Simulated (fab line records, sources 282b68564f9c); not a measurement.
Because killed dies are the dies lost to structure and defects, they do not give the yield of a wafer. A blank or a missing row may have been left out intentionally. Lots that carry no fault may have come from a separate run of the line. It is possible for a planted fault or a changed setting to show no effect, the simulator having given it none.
fab line records | flow rit-cmos
[record] lots = 16 wafers = 48 last-day = 7
route steps=202 shown ACTIVE@2 FOX1@21 NWELL@34 PWELL@48 M1@202
lots untouched by any fault: they come from a run of this same line in which no faults occurred
start-h: start of the lot's first displayed wafer, in hours after the record's first day | wait-h: hours from the lot's prior step to this one | " as in the row above | L1.1+2: a row that stands for several wafers | - no value, or no start given | * or withheld: withheld | < > ~ a bound
route shown NAME@n: a module of which the file shows steps, and the number in the route of the first | usual: mean/standard deviation taken from wafers without a fault | same: alike in all rows | chamber/n: place in a boat | sites: each site's reading | _std_site: the standard deviation of these | _edge_site: the outer-site mean with the inner-site mean subtracted | radius-mm: for every site, how far away it sits from the centre of the wafer | mask NAME#n: copy n | behind: tool/chamber where the wafer was last shaped | hold: what put the lot on hold/how long, in hours/how the hold closed | device: the transistor (n, p or np) that didn't switch | end of line: the tests these same wafers got at the end of their route | a step given without rows: its recipe and nothing more | killed: dies lost to structure and defects at the first sort, not the wafer's yield | map: dies across one wafer; x = killed, . = not, _ = none there
set.NAME: the run value of the setting; set.NAME@STEP: its run value at that earlier step | model.NAME: the simulator's own value behind a step, which no gauge read
a sample of lots followed through the steps of the route, with each step as a table and each wafer as a row
services: the hour from which a tool's chamber was out of use, counted from the record's first day as start-h (under 0 if before that day), plus the number of hours and why
[[steps]]
[step RIT_ACTIVE_OXIDATION_01]
[recipe] temp-c = 1000 ambient = O2 target-thk-a = 468 ox-time-s = 3360
[usual] spike-tc-centre-C = 1002.7/1.4 spike-tc-load-C = 1028.3/1.2 spike-tc-source-C = 1023.8/1.2 tube-center-temp-C = 999.99/0.096 tube_center_temp_C_max = 1002.6/0.39 zone-power-load-pct = 37.2/1.4
// columns lot.wafer tool chamber start-h wait-h spike-tc-centre-C spike-tc-load-C spike-tc-source-C tube-center-temp-C tube_center_temp_C_max zone-power-load-pct
L751.2 furnace-04 0 10.94 0.9 1003.6 1026.0 1022.7 1000 1002.3 37.7
L751.5 " 0 " " 1001.5 1026.4 1021.8 999.95 1002.8 39.4
L751.6 " 0 " " 1001.0 1028.2 1022.5 999.99 1003.7 38.9
L752.1 furnace-01 0 15.82 0.8 1000.7 1028.7 1027.0 999.97 1002.7 38.2
L752.2 " 0 " " 1001.3 1029.1 1026.3 999.88 1002.2 38.3
L752.4 " 0 " " 1002.2 1029.2 1024.9 1000.1 1002.9 38.2
L753.1 furnace-04 0 23.27 3.3 1002.6 1027.3 1022.7 1000.1 1002.9 39.1
L753.2 " 0 " " 1003.4 1027.8 1022.3 1000.1 1002.8 39.0
L753.3 " 0 " " 1003.9 1027.6 1024.1 999.89 1002.3 38.4
L755.1 furnace-03 0 30.66 0.6 1003.2 1028.6 1025.0 1000.1 1002.3 35.3
L755.2 " 0 " " 1004.1 1029.1 1024.7 999.97 1002.3 36.3
L755.5 " 0 " " 1002.0 1030.1 1023.0 999.96 1003.2 36.3
L756.2 furnace-04 0 38.38 3.3 1003.1 1026.9 1023.1 1000 1002.8 39.4
L756.4 " 0 " " 1002.0 1027.3 1022.2 1000.1 1002.7 38.9
L756.6 " 0 " " 1002.6 1028.8 1022.4 999.92 1003.4 38.2
L757.3 furnace-04 0 41.39 1.3 1002.5 1027.6 1023.3 1000 1002.9 39.6
L757.4 " 0 " " 1004.3 1026.6 1024.2 1000.1 1002.5 38.6
L757.5 " 0 " " 1003.0 1027.4 1023.7 999.85 1003.0 39.8
L758.3 furnace-01 0 45.12 0.1 1000.7 1030.6 1026.1 999.87 1002.6 38.1
L758.5 " 0 " " 1002.6 1028.3 1023.5 1000 1002.9 38.8
L758.6 " 0 " " 1000.2 1027.4 1024.6 999.86 1002.3 38.4
L759.1 furnace-01 0 50.82 0.8 1001.2 1028.0 1023.1 999.84 1002.2 37.8
L759.2 " 0 " " 1002.0 1027.8 1023.9 999.91 1002.5 38.2
L759.6 " 0 " " 1001.0 1027.5 1026.2 1000 1002.9 38.0
L760.1 furnace-04 0 56.12 1.1 1002.6 1027.9 1023.0 999.99 1002.7 39.1
L760.3 " 0 " " 1003.1 1026.9 1023.9 999.94 1002.7 39.4
L760.4 " 0 " " 1003.0 1027.5 1024.1 1000 1002.7 38.9
L761.3 furnace-03 0 60.35 0.3 1002.2 1028.0 1023.3 999.96 1002.7 35.2
L761.4 " 0 " " 1005.2 1029.9 1023.9 999.86 1002.6 36.3
L761.5 " 0 " " 1004.1 1029.2 1024.8 999.88 1002.9 36.0
L763.1 furnace-03 0 70.17 0.2 1003.6 1029.4 1024.1 1000.1 1002.3 36.4
L763.2 " 0 " " 1003.6 1028.0 1023.5 999.94 1002.1 36.7
L763.6 " 0 " " 1003.0 1028.5 1023.7 999.89 1002.3 36.3
L764.1 furnace-03 0 77.67 2.6 977.6 1004.0 998.6 974.96 978.0 34.0
L764.2 " 0 " " 978.5 1004.1 997.4 974.99 977.3 33.8
L764.3 " 0 " " 979.7 1002.2 997.3 974.99 977.4 34.0
L765.1 furnace-03 0 80.91 0.9 977.1 1002.3 996.5 975.04 977.5 33.9
L765.2 " 0 " " 977.4 1003.8 998.5 974.9 977.7 34.0
L765.6 " 0 " " 979.1 1003.3 999.0 974.84 977.1 33.9
L766.1 furnace-03 0 89.16 4.1 980.2 1003.0 997.6 975.14 978.5 33.5
L766.3 " 0 " " 978.9 1004.6 998.8 975.05 977.3 34.0
L766.4 " 0 " " 977.7 1003.2 998.7 974.92 977.6 33.4
L767.2 furnace-03 0 93.48 3.4 979.2 1004.6 997.5 974.98 977.3 33.9
L767.4 " 0 " " 977.3 1004.1 996.5 974.93 977.0 33.9
L767.6 " 0 " " 977.4 1002.8 998.0 975 977.5 34.3
L768.3 furnace-04 0 96.90 1.8 1000.9 1028.2 1023.1 1000.1 1002.4 39.5
L768.4 " 0 " " 1003.0 1026.1 1022.9 999.95 1001.8 39.1
L768.6 " 0 " " 1003.1 1027.4 1023.2 999.95 1002.0 39.0
[step RIT_ACTIVE_THK_MEAS_02]
[recipe] reads = SiO2_of_ACTIVE_OXIDATION_01
[usual] ACTIVE_OXIDE_THK = 47.0/0.84
// columns lot.wafer tool chamber start-h wait-h ACTIVE_OXIDE_THK[nm]
L751.2 film-metro-02 - 12.89 0.0 47.3
L751.5 " - " " 47.1
L751.6 " - " " 47.8
L752.1 film-metro-04 - 17.76 0.0 46.7
L752.2 " - " " 46.3
L752.4 " - " " 46.7
L753.1 film-metro-03 - 25.21 0.0 47.0
L753.2 " - " " 46.2
L753.3 " - " " 46.1
L755.1 film-metro-02 - 32.59 0.0 46.9
L755.2 " - " " 46.6
L755.5 " - " " 47.4
L756.2 film-metro-02 - 40.32 0.0 45.4
L756.4 " - " " 45.5
L756.6 " - " " 45.3
L757.3 film-metro-04 - 43.34 0.0 47.1
L757.4 " - " " 46.4
L757.5 " - " " 46.7
L758.3 film-metro-04 - 47.07 0.0 46.2
L758.5 " - " " 46.6
L758.6 " - " " 47.0
L759.1 film-metro-02 - 52.75 0.0 45.8
L759.2 " - " " 46.7
L759.6 " - " " 46.6
L760.1 film-metro-03 - 58.06 0.0 47.5
L760.3 " - " " 46.2
L760.4 " - " " 46.6
L761.3 film-metro-03 - 62.30 0.0 46.2
L761.4 " - " " 46.4
L761.5 " - " " 46.6
L763.1 film-metro-04 - 72.11 0.0 46.6
L763.2 " - " " 46.5
L763.6 " - " " 46.4
L764.1 film-metro-02 - 79.60 0.0 37.0
L764.2 " - " " 36.9
L764.3 " - " " 37.0
L765.1 film-metro-04 - 82.85 0.0 37.7
L765.2 " - " " 38.7
L765.6 " - " " 38.4
L766.1 film-metro-03 - 91.09 0.0 37.7
L766.3 " - " " 37.1
L766.4 " - " " 38.0
L767.2 film-metro-03 - 95.42 0.0 37.3
L767.4 " - " " 37.5
L767.6 " - " " 37.8
L768.3 film-metro-02 - 98.85 0.0 46.6
L768.4 " - " " 46.2
L768.6 " - " " 47.2
[step RIT_FOX1_THK_MEAS_01]
[recipe] reads = SiO2_of_FOX1_OXIDATION_00
[usual] FOX1_OXIDE_THK = 353/7.1
// columns lot.wafer tool chamber start-h wait-h FOX1_OXIDE_THK[nm]
L751.2 film-metro-02 - 19.28 0.0 348
L751.5 " - " " 346
L751.6 " - " " 358
L752.1 film-metro-03 - 26.52 0.0 345
L752.2 " - " " 338
L752.4 " - " " 339
L753.1 film-metro-02 - 30.93 0.0 348
L753.2 " - " " 345
L753.3 " - " " 346
L755.1 film-metro-03 - 40.54 0.0 351
L755.2 " - " " 351
L755.5 " - " " 354
L756.2 film-metro-03 - 45.09 0.0 348
L756.4 " - " " 346
L756.6 " - " " 352
L757.3 film-metro-01 - 49.40 0.0 350
L757.4 " - " " 349
L757.5 " - " " 347
L758.3 film-metro-03 - 52.21 0.0 355
L758.5 " - " " 347
L758.6 " - " " 349
L759.1 film-metro-01 - 58.83 0.0 365
L759.2 " - " " 366
L759.6 " - " " 367
L760.1 film-metro-03 - 64.67 0.0 352
L760.3 " - " " 348
L760.4 " - " " 348
L761.3 film-metro-01 - 68.87 0.0 364
L761.4 " - " " 361
L761.5 " - " " 361
L763.1 film-metro-01 - 80.91 0.0 354
L763.2 " - " " 357
L763.6 " - " " 355
L764.1 film-metro-03 - 88.91 0.0 361
L764.2 " - " " 349
L764.3 " - " " 355
L765.1 film-metro-02 - 88.91 0.0 351
L765.2 " - " " 353
L765.6 " - " " 351
L766.1 film-metro-03 - 97.19 0.0 349
L766.3 " - " " 355
L766.4 " - " " 358
L767.2 film-metro-03 - 100.85 0.0 350
L767.4 " - " " 347
L767.6 " - " " 351
L768.3 film-metro-01 - 106.02 0.0 346
L768.4 " - " " 350
L768.6 " - " " 359
[step RIT_NWELL_OVL_MEAS_06]
[usual] NWELL_OVL = -0.5/1.4
// columns lot.wafer tool chamber start-h wait-h NWELL_OVL[nm]
L751.2 overlay-02 - 24.29 - 0.9
L751.5 " - " " 0.4
L751.6 " - " " 0.5
L752.1 overlay-01 - 32.68 - 0.0
L752.2 " - " " 0.0
L752.4 " - " " 1.1
L753.1 overlay-02 - 34.38 - 0.9
L753.2 " - " " 0.6
L753.3 " - " " -0.8
L755.1 overlay-02 - 45.94 - 4.6
L755.2 " - " " 0.6
L755.5 " - " " 1.2
L756.2 overlay-01 - 48.52 - 0.6
L756.4 " - " " -0.5
L756.6 " - " " 2.0
L757.3 overlay-01 - 52.77 - -1.0
L757.4 " - " " -0.2
L757.5 " - " " -1.8
L758.3 overlay-02 - 57.13 - -0.2
L758.5 " - " " -0.3
L758.6 " - " " -0.7
L759.1 overlay-02 - 62.25 - -0.8
L759.2 " - " " 1.2
L759.6 " - " " -1.3
L760.1 overlay-01 - 68.61 - -1.4
L760.3 " - " " -1.0
L760.4 " - " " -1.2
L761.3 overlay-01 - 73.09 - -0.9
L761.4 " - " " -2.5
L761.5 " - " " 1.8
L763.1 overlay-02 - 86.19 - -1.4
L763.2 " - " " -1.2
L763.6 " - " " -1.2
L764.1 overlay-01 - 96.18 - 0.2
L764.2 " - " " -1.9
L764.3 " - " " 0.3
L765.1 overlay-01 - 96.43 - -0.7
L765.2 " - " " -0.9
L765.6 " - " " -1.0
L766.1 overlay-02 - 101.56 - 0.6
L766.3 " - " " -1.9
L766.4 " - " " -1.7
L767.2 overlay-02 - 107.05 - 0.9
L767.4 " - " " -0.6
L767.6 " - " " -1.7
L768.3 overlay-02 - 113.20 - 0.7
L768.4 " - " " -2.2
L768.6 " - " " -3.0
[step RIT_PWELL_STRIP_09]
[recipe] chemistry = O2 time-s = 180 resist = NOVOLAK platen-temp-c = withheld power-w = 500 pressure-mtorr = 4000 o2-flow-sccm = 4000
[usual] drypump-motor-current-A = 5.3/0.31
// columns lot.wafer tool chamber start-h wait-h drypump-motor-current-A rf-hours-counter-h
L751.2 plasma-asher-02 1 26.40 0.1 5.3 40
L751.5 " 1 " " 5.4 -
L751.6 " 0 " " 5.3 -
L752.1 plasma-asher-02 1 34.67 0.1 5.3 41
L752.2 " 0 " " 5.3 41
L752.4 " 1 " " 5.3 -
L753.1 plasma-asher-02 0 36.50 0.1 5.3 41
L753.2 " 1 " " 5.3 41
L753.3 " 1 " " 5.3 -
L755.1 plasma-asher-02 0 48.04 0.1 5.3 43
L755.2 " 1 " " 5.3 43
L755.5 " 0 " " 5.3 -
L756.2 plasma-asher-01 1 50.62 0.1 4.8 39
L756.4 " 1 " " 4.9 -
L756.6 " 1 " " 4.8 -
L757.3 plasma-asher-01 1 54.80 0.1 4.9 -
L757.4 " 0 " " 5.0 -
L757.5 " 0 " " 5.0 -
L758.3 plasma-asher-01 1 59.29 0.1 4.9 -
L758.5 " 0 " " 5.0 -
L758.6 " 1 " " 4.9 -
L759.1 plasma-asher-01 0 64.45 0.1 5.0 40
L759.2 " 1 " " 4.8 40
L759.6 " 0 " " 5.0 -
L760.1 plasma-asher-02 0 70.90 0.1 5.3 46
L760.3 " 1 " " 5.3 -
L760.4 " 0 " " 5.4 -
L761.3 plasma-asher-02 1 75.24 0.1 5.4 -
L761.4 " 0 " " 5.4 -
L761.5 " 0 " " 5.3 -
L763.1 plasma-asher-01 0 88.18 0.1 5.0 43
L763.2 " 1 " " 4.8 43
L763.6 " 0 " " 5.0 -
L764.1 plasma-asher-03 0 98.30 0.1 5.9 28
L764.2 " 1 " " 5.7 28
L764.3 " 1 " " 5.7 -
L765.1 plasma-asher-02 1 98.60 0.1 5.4 48
L765.2 " 0 " " 5.3 48
L765.6 " 1 " " 5.3 -
L766.1 plasma-asher-03 0 103.67 0.1 5.9 29
L766.3 " 1 " " 5.7 -
L766.4 " 0 " " 5.9 -
L767.2 plasma-asher-03 0 109.16 0.1 5.9 29
L767.4 " 0 " " 5.9 -
L767.6 " 0 " " 5.9 -
L768.3 plasma-asher-02 0 115.24 0.1 5.3 -
L768.4 " 1 " " 5.4 -
L768.6 " 1 " " 5.4 -
[step RIT_M1_PROBE_99]
[usual] killed_at_M0_to_M3 = 0.0/0.12 killed-at-contacts = 0.1/0.25 killed-at-front-end = 7/3.2 killed-dies = 7/3.2 killed-open = 3.5/2.2 killed-short = 3.6/2.1
[same] gross-dies = 264 killed_at_M4_up = 0 killed-at-back-side = 0 killed-at-other = 0
// columns lot.wafer tool chamber start-h wait-h killed_at_M0_to_M3 killed-at-contacts killed-at-front-end killed-dies killed-open killed-short
L751.2 prober-02 - 67.38 0.1 0 0 6 6 6 0
L751.5 prober-02 - 67.53 0.2 0 0 10 10 1 9
L751.6 prober-02 - 67.58 0.2 0 0 6 6 3 3
L752.1 prober-01 - 72.81 0.1 0 0 2 2 2 0
L752.2 prober-01 - 72.86 0.1 0 0 2 2 1 1
L752.4 prober-01 - 72.96 0.2 0 0 10 10 5 5
L753.1 prober-02 - 74.31 0.1 0 0 1 1 0 1
L753.2 prober-02 - 74.36 0.1 0 0 10 10 4 6
L753.3 prober-02 - 74.41 0.2 0 0 6 6 1 5
L755.1 prober-02 - 83.98 0.1 0 0 7 7 4 3
L755.2 prober-02 - 84.03 0.1 0 0 6 6 3 3
L755.5 prober-02 - 84.18 0.2 0 0 9 9 6 3
L756.2 prober-01 - 88.15 0.1 0 0 7 7 3 4
L756.4 prober-01 - 88.25 0.2 0 0 8 8 3 5
L756.6 prober-01 - 88.35 0.2 0 0 6 6 4 2
L757.3 prober-02 - 90.86 0.2 0 1 5 6 2 4
L757.4 prober-02 - 90.91 0.2 0 0 13 13 9 4
L757.5 prober-02 - 90.96 0.2 0 0 8 8 6 2
L758.3 prober-01 - 94.97 0.2 0 0 5 5 2 3
L758.5 prober-01 - 95.07 0.2 0 0 6 6 1 5
L758.6 prober-01 - 95.12 0.2 0 0 3 3 2 1
L759.1 prober-02 - 103.61 0.1 0 0 9 9 2 7
L759.2 prober-02 - 103.66 0.1 0 0 3 3 0 3
L759.6 prober-02 - 103.86 0.2 0 0 2 2 1 1
L760.1 prober-01 - 114.53 0.1 0 0 12 12 6 6
L760.3 prober-01 - 114.63 0.2 0 0 5 5 2 3
L760.4 prober-01 - 114.68 0.2 0 0 11 11 6 5
L761.3 prober-02 - 120.09 0.2 1 0 3 4 2 2
L761.4 prober-02 - 120.14 0.2 0 0 2 2 1 1
L761.5 prober-02 - 120.19 0.2 0 0 4 4 3 1
L763.1 prober-02 - 134.85 0.1 0 0 5 5 0 5
L763.2 prober-02 - 134.90 0.1 0 0 10 10 4 6
L763.6 prober-02 - 135.10 0.2 0 0 7 7 4 3
L764.1 prober-01 - 140.26 0.1 0 0 3 3 2 1
L764.2 prober-01 - 140.31 0.1 0 0 3 3 2 1
L764.3 prober-01 - 140.36 0.2 0 0 6 6 5 1
L765.1 prober-02 - 141.76 0.1 0 0 10 10 7 3
L765.2 prober-02 - 141.81 0.1 0 1 5 6 4 2
L765.6 prober-02 - 142.01 0.2 0 0 7 7 5 2
L766.1 prober-01 - 143.50 0.1 0 0 7 7 4 3
L766.3 prober-01 - 143.60 0.2 0 0 8 8 3 5
L766.4 prober-01 - 143.65 0.2 0 0 9 9 5 4
L767.2 prober-02 - 151.27 0.1 0 0 8 8 6 2
L767.4 prober-02 - 151.37 0.2 0 0 16 16 8 8
L767.6 prober-02 - 151.47 0.2 0 0 11 11 4 7
L768.3 prober-01 - 158.51 0.2 0 0 5 5 2 3
L768.4 prober-01 - 158.56 0.2 0 0 6 6 2 4
L768.6 prober-01 - 158.66 0.2 0 1 3 4 1 3
// killed by level:class
L751.2 FOX1:geometric-particle:open=3 GATE:geometric-particle:open=2 FOX2:geometric-particle:open=1
L751.5 GATE:geometric-particle:short=6 SPACER:geometric-particle:short=2 REOX:geometric-particle:short=1 REOX:geometric-particle:open=1
L751.6 GATE:geometric-particle:open=2 GATE:geometric-particle:short=2 SPACER:geometric-particle:open=1 SPACER:geometric-particle:short=1
L752.1 FOX2:geometric-particle:open=1 SILICIDE:geometric-particle:open=1
L752.2 FOX1:geometric-particle:open=1 GATE:geometric-particle:short=1
L752.4 GATE:geometric-particle:short=3 SILICIDE:geometric-particle:open=3 FOX1:geometric-particle:short=1 FOX2:geometric-particle:open=1 GATE:geometric-particle:open=1 SILICIDE:geometric-particle:short=1
L753.1 GATE:geometric-particle:short=1
L753.2 GATE:geometric-particle:short=5 SPACER:geometric-particle:open=2 FOX2:geometric-particle:open=1 GATE:geometric-particle:open=1 REOX:geometric-particle:short=1
L753.3 SPACER:geometric-particle:short=3 GATE:geometric-particle:short=1 REOX:geometric-particle:short=1 SPACER:geometric-particle:open=1
L755.1 FOX1:geometric-particle:short=2 FOX1:geometric-particle:open=2 GATE:geometric-particle:open=2 GATE:geometric-particle:short=1
L755.2 FOX1:geometric-particle:short=2 GATE:geometric-particle:open=1 GATE:geometric-particle:short=1 REOX:geometric-particle:open=1 SPACER:geometric-particle:open=1
L755.5 GATE:geometric-particle:open=5 GATE:geometric-particle:short=2 FOX1:geometric-particle:short=1 FOX1:geometric-particle:open=1
L756.2 FOX1:geometric-particle:short=2 FOX1:geometric-particle:open=1 GATE:geometric-particle:open=1 GATE:geometric-particle:short=1 SILICIDE:geometric-particle:open=1 SILICIDE:geometric-particle:short=1
L756.4 REOX:geometric-particle:open=2 SPACER:geometric-particle:short=2 FOX1:geometric-particle:short=1 REOX:geometric-particle:short=1 SPACER:geometric-particle:open=1 SILICIDE:geometric-particle:short=1
L756.6 GATE:geometric-particle:short=2 GATE:geometric-particle:open=2 SPACER:geometric-particle:open=2
L757.3 GATE:geometric-particle:short=2 REOX:geometric-particle:open=2 REOX:geometric-particle:short=1 CONTACT:geometric-particle:short=1
L757.4 GATE:geometric-particle:open=7 FOX2:geometric-particle:open=2 GATE:geometric-particle:short=2 FOX1:geometric-particle:short=1 FOX2:geometric-particle:short=1
L757.5 GATE:geometric-particle:open=4 FOX2:geometric-particle:open=2 SILICIDE:geometric-particle:short=2
L758.3 REOX:geometric-particle:open=2 ACTIVE:geometric-particle:short=1 SPACER:geometric-particle:short=1 SILICIDE:geometric-particle:short=1
L758.5 SILICIDE:geometric-particle:short=2 FOX1:geometric-particle:short=1 FOX2:geometric-particle:short=1 REOX:geometric-particle:open=1 REOX:geometric-particle:short=1
L758.6 REOX:geometric-particle:open=1 SPACER:geometric-particle:open=1 SILICIDE:geometric-particle:short=1
L759.1 GATE:geometric-particle:short=4 SILICIDE:geometric-particle:short=3 GATE:geometric-particle:open=2
L759.2 GATE:geometric-particle:short=2 SPACER:geometric-particle:short=1
L759.6 FOX1:geometric-particle:short=1 GATE:geometric-particle:open=1
L760.1 SPACER:geometric-particle:open=3 REOX:geometric-particle:short=2 SPACER:geometric-particle:short=2 SILICIDE:geometric-particle:open=2 ACTIVE:geometric-particle:short=1 GATE:geometric-particle:short=1 REOX:geometric-particle:open=1
L760.3 GATE:geometric-particle:open=2 GATE:geometric-particle:short=2 SPACER:geometric-particle:short=1
L760.4 SPACER:geometric-particle:short=3 SPACER:geometric-particle:open=2 SILICIDE:geometric-particle:open=2 FOX1:geometric-particle:short=1 GATE:geometric-particle:open=1 REOX:geometric-particle:open=1 SILICIDE:geometric-particle:short=1
L761.3 FOX2:geometric-particle:open=2 REOX:geometric-particle:short=1 M1:geometric-particle:short=1
L761.4 FOX1:geometric-particle:short=1 SILICIDE:geometric-particle:open=1
L761.5 GATE:geometric-particle:open=2 ACTIVE:geometric-particle:short=1 SILICIDE:geometric-particle:open=1
L763.1 FOX1:geometric-particle:short=3 FOX2:geometric-particle:short=1 REOX:geometric-particle:short=1
L763.2 GATE:geometric-particle:short=3 SILICIDE:geometric-particle:open=2 FOX1:geometric-particle:short=1 FOX2:geometric-particle:short=1 FOX2:geometric-particle:open=1 GATE:geometric-particle:open=1 SPACER:geometric-particle:short=1
L763.6 REOX:geometric-particle:open=3 GATE:geometric-particle:short=2 FOX1:geometric-particle:short=1 SILICIDE:geometric-particle:open=1
L764.1 FOX2:geometric-particle:short=1 REOX:geometric-particle:open=1 SILICIDE:geometric-particle:open=1
L764.2 GATE:geometric-particle:open=2 FOX1:geometric-particle:short=1
L764.3 REOX:geometric-particle:open=2 FOX1:geometric-particle:open=1 GATE:geometric-particle:short=1 GATE:geometric-particle:open=1 SILICIDE:geometric-particle:open=1
L765.1 SILICIDE:geometric-particle:open=3 FOX2:geometric-particle:open=2 GATE:geometric-particle:open=2 FOX1:geometric-particle:short=1 FOX2:geometric-particle:short=1 GATE:geometric-particle:short=1
L765.2 GATE:geometric-particle:short=1 GATE:geometric-particle:open=1 REOX:geometric-particle:open=1 SPACER:geometric-particle:open=1 SILICIDE:geometric-particle:short=1 CONTACT:geometric-particle:open=1
L765.6 SILICIDE:geometric-particle:open=2 FOX1:geometric-particle:open=1 FOX1:geometric-particle:short=1 FOX2:geometric-particle:open=1 GATE:geometric-particle:short=1 SPACER:geometric-particle:open=1
L766.1 GATE:geometric-particle:open=3 FOX1:geometric-particle:short=1 FOX2:geometric-particle:short=1 GATE:geometric-particle:short=1 SPACER:geometric-particle:open=1
L766.3 FOX1:geometric-particle:open=2 SPACER:geometric-particle:short=2 SILICIDE:geometric-particle:short=2 REOX:geometric-particle:short=1 REOX:geometric-particle:open=1
L766.4 FOX2:geometric-particle:short=2 REOX:geometric-particle:open=2 SILICIDE:geometric-particle:open=2 FOX1:geometric-particle:short=1 FOX1:geometric-particle:open=1 REOX:geometric-particle:short=1
L767.2 GATE:geometric-particle:open=4 FOX2:geometric-particle:open=2 SPACER:geometric-particle:short=1 GATE:geometric-particle:short=1
L767.4 GATE:geometric-particle:short=5 SPACER:geometric-particle:short=3 FOX1:geometric-particle:open=2 GATE:geometric-particle:open=2 SPACER:geometric-particle:open=2 REOX:geometric-particle:open=1 SILICIDE:geometric-particle:open=1
L767.6 GATE:geometric-particle:short=3 GATE:geometric-particle:open=3 REOX:geometric-particle:short=3 FOX1:geometric-particle:open=1 SILICIDE:geometric-particle:short=1
L768.3 ACTIVE:geometric-particle:short=1 GATE:geometric-particle:open=1 SPACER:geometric-particle:open=1 SPACER:geometric-particle:short=1 SILICIDE:geometric-particle:short=1
L768.4 GATE:geometric-particle:short=2 GATE:geometric-particle:open=1 REOX:geometric-particle:short=1 SPACER:geometric-particle:short=1 SPACER:geometric-particle:open=1
L768.6 FOX2:geometric-particle:short=1 GATE:geometric-particle:open=1 SPACER:geometric-particle:short=1 CONTACT:geometric-particle:short=1
[[services]]
// columns tool chamber start-h hours kind
furnace-04 - 19.27 4.0 pm
furnace-01 - 20.56 2.9 pm
furnace-01 - 23.43 3.4 pm
plasma-asher-03 - 69.14 3.4 repair
[[key]]
[first-sign] step = RIT_ACTIVE_OXIDATION_01 reading = tube-center-temp-C direction = down sigmas = 99+ usual = * struck = *
[effect] step = RIT_ACTIVE_OXIDATION_01 reading = tube_center_temp_C_max direction = down sigmas = 64 usual = * struck = *
[effect] step = RIT_ACTIVE_THK_MEAS_02 reading = ACTIVE_OXIDE_THK direction = down sigmas = 11 usual = 47.0 struck = 37.6
met-at RIT_ACTIVE_OXIDATION_01
struck-lots L764,L765,L766,L767
tester-left-out L764,L765,L766,L767
not-acting-at RIT_FOX1_THK_MEAS_01,RIT_NWELL_OVL_MEAS_06,RIT_PWELL_STRIP_09
onset-between 70.17 77.67
[fault] kind = process-parameter-drift tool = furnace-03 chamber = - onset-h = 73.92 steps = RIT_ACTIVE_OXIDATION_01 channel = temp-c offset = * shape = step end-h = 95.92 acts-in = * stated = *
// tester-left-out: of these lots the tester's yield and bins aren't shown, on N5 and GAA mostly nor the transistor test; their killed dies are dies lost to structure and defects alone, not to doping, threshold or leakage, so they don't give the yield
